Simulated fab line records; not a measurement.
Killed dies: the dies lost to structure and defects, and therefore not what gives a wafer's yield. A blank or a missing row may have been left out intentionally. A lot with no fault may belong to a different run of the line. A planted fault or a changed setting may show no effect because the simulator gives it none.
Which tool is to blame? / flow rit-cmos / 14 lots, 42 wafers sampled, at 5 steps of a route of 202

WHAT THE GAUGES SHOWED, per wafer
RIT_GATE_THK_MEAS_07.
lot=L621; measured=day 2 10:38; on=film-metro-02; GATE_OXIDE_THK (nm)=2.99 2.96 2.90
lot=L622; measured=day 2 15:08; on=film-metro-04; GATE_OXIDE_THK (nm)=3.13 3.10 3.07
lot=L623; measured=day 2 20:13; on=film-metro-03; GATE_OXIDE_THK (nm)=4.96 4.83 4.93 4.89 4.94 4.94
lot=L624; measured=day 3 01:28; on=film-metro-02; GATE_OXIDE_THK (nm)=5.20 5.18 5.19 5.26 5.21 5.22
lot=L633; measured=day 5 01:04; on=film-metro-02; GATE_OXIDE_THK (nm)=3.02 2.94 3.04
lot=L635; measured=day 5 08:55; on=film-metro-03; GATE_OXIDE_THK (nm)=3.07 3.08 3.11
lot=L636; measured=day 5 14:14; on=film-metro-04; GATE_OXIDE_THK (nm)=2.99 3.02 3.06
lot=L637; measured=day 5 19:04; on=film-metro-03; GATE_OXIDE_THK (nm)=3.02 3.03 3.01
lot=L638; measured=day 6 00:11; on=film-metro-04; GATE_OXIDE_THK (nm)=2.91 2.89 3.03
lot=L639; measured=day 6 03:28; on=film-metro-04; GATE_OXIDE_THK (nm)=2.94 2.82 2.86
lot=L641; measured=day 6 13:11; on=film-metro-03; GATE_OXIDE_THK (nm)=3.03 2.99 2.97
lot=L642; measured=day 6 19:39; on=film-metro-02; GATE_OXIDE_THK (nm)=2.97 3.07 2.92
lot=L643; measured=day 6 23:45; on=film-metro-04; GATE_OXIDE_THK (nm)=2.93 2.92 2.98
lot=L644; measured=day 7 05:26; on=film-metro-03; GATE_OXIDE_THK (nm)=3.07 3.08 3.01

RIT_NLDD_TW_MEAS_10.
lot=L621; measured=day 2 20:51; on=film-metro-01; NLDD_TW=2516 2508 2517
lot=L622; measured=day 2 23:18; on=film-metro-02; NLDD_TW=2482 2492 2487
lot=L623; measured=day 3 06:32; on=film-metro-01; NLDD_TW=2530 2532 2519
lot=L624; measured=day 3 16:32; on=film-metro-02; NLDD_TW=2512 2494 2493
lot=L633; measured=day 5 09:28; on=film-metro-03; NLDD_TW=2482 2492 2490
lot=L635; measured=day 5 17:04; on=film-metro-03; NLDD_TW=2490 2490 2492
lot=L636; measured=day 5 22:23; on=film-metro-02; NLDD_TW=2455 2471 2466
lot=L637; measured=day 6 03:04; on=film-metro-02; NLDD_TW=2476 2487 2482
lot=L638; measured=day 6 08:04; on=film-metro-02; NLDD_TW=2496 2485 2492
lot=L639; measured=day 6 11:26; on=film-metro-02; NLDD_TW=2481 2488 2478
lot=L641; measured=day 6 20:54; on=film-metro-02; NLDD_TW=2475 2487 2491
lot=L642; measured=day 7 04:25; on=film-metro-01; NLDD_TW=2499 2495 2490
lot=L643; measured=day 7 07:26; on=film-metro-02; NLDD_TW=2488 2486 2496
lot=L644; measured=day 7 13:13; on=film-metro-03; NLDD_TW=2517 2506 2516

RIT_CONTACT_CD_MEAS_90: target cd 1000 nm.
lot=L621; measured=day 3 07:27; on=cd-sem-01; cd-nm (nm)=1002.5 1002.4 1001.5
lot=L622; measured=day 3 09:30; on=cd-sem-01; cd-nm (nm)=999.6 1002.4 1002.8
lot=L624; measured=day 4 04:19; on=cd-sem-01; cd-nm (nm)=1000.9 1001.0 998.6
lot=L633; measured=day 5 19:56; on=cd-sem-02; cd-nm (nm)=998.4 997.1 996.9
lot=L635; measured=day 6 03:40; on=cd-sem-02; cd-nm (nm)=996.1 995.9 995.7
lot=L636; measured=day 6 08:41; on=cd-sem-02; cd-nm (nm)=1000.4 1001.3 1001.2
lot=L637; measured=day 6 13:28; on=cd-sem-02; cd-nm (nm)=999.7 1000.6 1000.3
lot=L638; measured=day 6 18:29; on=cd-sem-02; cd-nm (nm)=1001.6 1003.8 1000.5
lot=L639; measured=day 6 22:13; on=cd-sem-02; cd-nm (nm)=1000.8 999.4 999.0
lot=L641; measured=day 7 07:23; on=cd-sem-02; cd-nm (nm)=999.5 1000.5 1000.2
lot=L642; measured=day 7 14:52; on=cd-sem-02; cd-nm (nm)=995.1 995.8 997.5
lot=L643; measured=day 7 17:48; on=cd-sem-02; cd-nm (nm)=1001.7 1001.3 1000.5
lot=L644; measured=day 7 23:40; on=cd-sem-02; cd-nm (nm)=1000.5 1002.5 998.3

WHAT TOOL EACH LOT RAN ON (gives the tool, then ch and the chambers of the sampled wafers, and finally the start)
lot=L621; RIT_GATE_OXIDATION_05=furnace-04 ch 0, day 2 09:17; RIT_SPACER_ETCHBACK_05=rie-diel-02 ch 0,2,3, day 3 00:52
lot=L622; RIT_GATE_OXIDATION_05=furnace-03 ch 0, day 2 13:48; RIT_SPACER_ETCHBACK_05=rie-diel-04 ch 0,1, day 3 03:08
lot=L623; RIT_GATE_OXIDATION_05=furnace-02 ch 0, day 2 17:32 and furnace-04 ch 0, day 2 18:52; RIT_SPACER_ETCHBACK_05=rie-diel-02 ch 2,3, day 3 10:56
lot=L624; RIT_GATE_OXIDATION_05=furnace-03 ch 0, day 2 22:55; RIT_SPACER_ETCHBACK_05=rie-diel-02 ch 0,2, day 3 20:41
lot=L633; RIT_GATE_OXIDATION_05=furnace-02 ch 0, day 4 21:35; RIT_SPACER_ETCHBACK_05=rie-diel-02 ch 2,3, day 5 13:29
lot=L635; RIT_GATE_OXIDATION_05=furnace-03 ch 0, day 5 07:34; RIT_SPACER_ETCHBACK_05=rie-diel-01 ch 0,1,3, day 5 21:00
lot=L636; RIT_GATE_OXIDATION_05=furnace-04 ch 0, day 5 12:53; RIT_SPACER_ETCHBACK_05=rie-diel-01 ch 2,3, day 6 02:19
lot=L637; RIT_GATE_OXIDATION_05=furnace-03 ch 0, day 5 17:44; RIT_SPACER_ETCHBACK_05=rie-diel-02 ch 0,1, day 6 07:01
lot=L638; RIT_GATE_OXIDATION_05=furnace-04 ch 0, day 5 22:50; RIT_SPACER_ETCHBACK_05=rie-diel-04 ch 1,3, day 6 12:00
lot=L639; RIT_GATE_OXIDATION_05=furnace-03 ch 0, day 6 02:09; RIT_SPACER_ETCHBACK_05=rie-diel-04 ch 0,3, day 6 15:31
lot=L641; RIT_GATE_OXIDATION_05=furnace-02 ch 0, day 6 11:52; RIT_SPACER_ETCHBACK_05=rie-diel-01 ch 0,2,3, day 7 00:55
lot=L642; RIT_GATE_OXIDATION_05=furnace-04 ch 0, day 6 18:19; RIT_SPACER_ETCHBACK_05=rie-diel-04 ch 1,2,3, day 7 08:25
lot=L643; RIT_GATE_OXIDATION_05=furnace-04 ch 0, day 6 22:25; RIT_SPACER_ETCHBACK_05=rie-diel-02 ch 0,3, day 7 11:16
lot=L644; RIT_GATE_OXIDATION_05=furnace-04 ch 0, day 7 04:06; RIT_SPACER_ETCHBACK_05=rie-diel-02 ch 0,2,3, day 7 17:09
- RIT_GATE_OXIDATION_05: target thk 3 nm, ox time 270 s.
- RIT_SPACER_ETCHBACK_05: etches Si3N4 in SF6/CHF3, stops on SiO2, target depth 250 nm, time 240 s.

AS READ BY THE TOOLS THEMSELVES (means over the sampled wafers that have a number; for cases with no such wafer, the mark the record gives instead)
RIT_GATE_OXIDATION_05.
lot=L621; tool=furnace-04; tube_center_temp_C_max=902.6; zone-power-source-pct (%)=26.7
lot=L622; tool=furnace-03; tube_center_temp_C_max=902.0; zone-power-source-pct (%)=24.9
lot=L623; tool=furnace-02/furnace-04; tube_center_temp_C_max=902.4; zone-power-source-pct (%)=24.1
lot=L624; tool=furnace-03; tube_center_temp_C_max=902.3; zone-power-source-pct (%)=24.9
lot=L633; tool=furnace-02; tube_center_temp_C_max=902.5; zone-power-source-pct (%)=21.6
lot=L635; tool=furnace-03; tube_center_temp_C_max=902.1; zone-power-source-pct (%)=24.8
lot=L636; tool=furnace-04; tube_center_temp_C_max=902.3; zone-power-source-pct (%)=26.6
lot=L637; tool=furnace-03; tube_center_temp_C_max=902.3; zone-power-source-pct (%)=24.8
lot=L638; tool=furnace-04; tube_center_temp_C_max=902.5; zone-power-source-pct (%)=26.6
lot=L639; tool=furnace-03; tube_center_temp_C_max=902.0; zone-power-source-pct (%)=24.4
lot=L641; tool=furnace-02; tube_center_temp_C_max=902.1; zone-power-source-pct (%)=21.8
lot=L642; tool=furnace-04; tube_center_temp_C_max=902.5; zone-power-source-pct (%)=26.5
lot=L643; tool=furnace-04; tube_center_temp_C_max=901.8; zone-power-source-pct (%)=26.7
lot=L644; tool=furnace-04; tube_center_temp_C_max=902.6; zone-power-source-pct (%)=26.7

RIT_SPACER_ETCHBACK_05.
lot=L621; tool=rie-diel-02; drypump-motor-current-A (A)=5.5; oes-product-au (a.u.)=0.841; throttle-valve-pct (%)=10.28
lot=L622; tool=rie-diel-04; drypump-motor-current-A (A)=5.5; oes-product-au (a.u.)=0.854; throttle-valve-pct (%)=10.33
lot=L623; tool=rie-diel-02; drypump-motor-current-A (A)=5.5; oes-product-au (a.u.)=0.832; throttle-valve-pct (%)=10.31
lot=L624; tool=rie-diel-02; drypump-motor-current-A (A)=5.6; oes-product-au (a.u.)=0.834; throttle-valve-pct (%)=10.24
lot=L633; tool=rie-diel-02; drypump-motor-current-A (A)=5.4; oes-product-au (a.u.)=0.848; throttle-valve-pct (%)=10.31
lot=L635; tool=rie-diel-01; drypump-motor-current-A (A)=6.1; oes-product-au (a.u.)=0.849; throttle-valve-pct (%)=10.22
lot=L636; tool=rie-diel-01; drypump-motor-current-A (A)=5.6; oes-product-au (a.u.)=0.844; throttle-valve-pct (%)=10.17
lot=L637; tool=rie-diel-02; drypump-motor-current-A (A)=5.9; oes-product-au (a.u.)=0.829; throttle-valve-pct (%)=10.18
lot=L638; tool=rie-diel-04; drypump-motor-current-A (A)=5.8; oes-product-au (a.u.)=0.857; throttle-valve-pct (%)=10.23
lot=L639; tool=rie-diel-04; drypump-motor-current-A (A)=5.6; oes-product-au (a.u.)=0.834; throttle-valve-pct (%)=10.26
lot=L641; tool=rie-diel-01; drypump-motor-current-A (A)=6.0; oes-product-au (a.u.)=0.845; throttle-valve-pct (%)=10.19
lot=L642; tool=rie-diel-04; drypump-motor-current-A (A)=5.9; oes-product-au (a.u.)=0.836; throttle-valve-pct (%)=10.29
lot=L643; tool=rie-diel-02; drypump-motor-current-A (A)=5.6; oes-product-au (a.u.)=0.849; throttle-valve-pct (%)=10.28
lot=L644; tool=rie-diel-02; drypump-motor-current-A (A)=5.5; oes-product-au (a.u.)=0.842; throttle-valve-pct (%)=10.28

THE ANSWER, worked out from the rows above alone
Rule: the usual values come from the lots themselves. The widest of any qualifying gaps counts: lots, ordered by their means at a reading, are off when they make up no more than a third of the lots, leave a main group of 4 or more, and stand apart from it by 3 or more times the standard deviation of that group's means. A main group is skipped when, at the precision printed for the reading in the tables above, its means are all equal. A lot without any number at a reading at which 4 lots or more have one is off too. Any other lot the step has rows for is counted as sound. The gauges are gone through in route order, then the tools' own readings, and for those a lot's mean is taken as printed above. The first step at which some lot is off is used, and at that step the reading that is off furthest; a lot without a number counts as furthest.
Off: at RIT_GATE_THK_MEAS_07 (GATE_OXIDE_THK), L623, L624. The main group: mean 3.00 nm, standard deviation 0.062.
A tool fits if, at a process step before that reading, it ran every lot that is off, and no sound lot after the first of them. The gauges at RIT_GATE_THK_MEAS_07 are tried like those tools. Not one of the candidates tried fits.

WHAT THE SIMULATOR PUT IN
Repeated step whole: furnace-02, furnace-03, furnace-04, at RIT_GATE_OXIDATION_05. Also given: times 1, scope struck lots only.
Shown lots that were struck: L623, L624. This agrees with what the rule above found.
